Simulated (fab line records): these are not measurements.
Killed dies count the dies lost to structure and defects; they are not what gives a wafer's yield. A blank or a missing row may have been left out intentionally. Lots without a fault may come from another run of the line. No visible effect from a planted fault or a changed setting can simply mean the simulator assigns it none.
What tool caused it? :: flow rit_cmos :: 21 wafers from 7 lots sampled at 2 of the route's 202 steps

## WHAT THE GAUGES SHOWED, per wafer
RIT_REOX_THK_MEAS_04.
lot: L830
measured: day 3 02:26
on: film_metro-01
REOX_OXIDE_THK (nm): 25.7 25.5 25.1

lot: L832
measured: day 3 15:02
on: film_metro-01
REOX_OXIDE_THK (nm): 25.6 25.7 26.1

lot: L835
measured: day 4 04:38
on: film_metro-01
REOX_OXIDE_THK (nm): 25.4 25.0 25.4

lot: L842
measured: day 5 14:41
on: film_metro-04
REOX_OXIDE_THK (nm): 24.4 24.6 24.3

lot: L846
measured: day 6 11:01
on: film_metro-02
REOX_OXIDE_THK (nm): 29.3 29.2 29.5

lot: L849
measured: day 7 06:09
on: film_metro-01
REOX_OXIDE_THK (nm): 25.4 25.2 25.6

lot: L852
measured: day 8 03:34
on: film_metro-04
REOX_OXIDE_THK (nm): 25.0 25.0 24.9

## EACH LOT AND THE TOOL THAT RAN IT (in order: tool; ch and the chambers of the sampled wafers; start)
lot: L830
RIT_REOX_OXIDATION_03: furnace-03 ch 0, day 2 23:53

lot: L832
RIT_REOX_OXIDATION_03: furnace-01 ch 0, day 3 12:28

lot: L835
RIT_REOX_OXIDATION_03: furnace-03 ch 0, day 4 02:05

lot: L842
RIT_REOX_OXIDATION_03: furnace-03 ch 0, day 5 12:08

lot: L846
RIT_REOX_OXIDATION_03: furnace-04 ch 0, day 6 08:27

lot: L849
RIT_REOX_OXIDATION_03: furnace-01 ch 0, day 7 03:36

lot: L852
RIT_REOX_OXIDATION_03: furnace-01 ch 0, day 8 01:01
- RIT_REOX_OXIDATION_03: target thk 25.2 nm, ox time 5580 s.

## THE ANSWER, worked out from the rows above alone
Rule: the usual values come from the lots themselves. Put in order of their means at a reading, lots are off if they are a third of the lots or fewer, leave a main group of 4 or more, and stand apart from it by a gap of 3 or more times the standard deviation of the main group's means; of several such gaps the widest counts. A main group is skipped when, at the precision printed for the reading in the tables above, its means are all equal. A lot without any number at a reading at which 4 lots or more have one is off too. Where the step has rows for the other lots, those lots are counted as sound.
Off: L846, seen at RIT_REOX_THK_MEAS_04 (REOX_OXIDE_THK). The main group has a mean of 25.2 nm with a standard deviation of 0.43.
A tool fits if, at a process step before that reading, it ran every lot that is off, and no sound lot after the first of them. Those tools and the gauges at RIT_REOX_THK_MEAS_04 are tried in the same way. This does not decide it: 2 tools fit, namely furnace-04 at RIT_REOX_OXIDATION_03 and film_metro-02 at RIT_REOX_THK_MEAS_04.

## WHAT WAS PUT IN BY THE SIMULATOR
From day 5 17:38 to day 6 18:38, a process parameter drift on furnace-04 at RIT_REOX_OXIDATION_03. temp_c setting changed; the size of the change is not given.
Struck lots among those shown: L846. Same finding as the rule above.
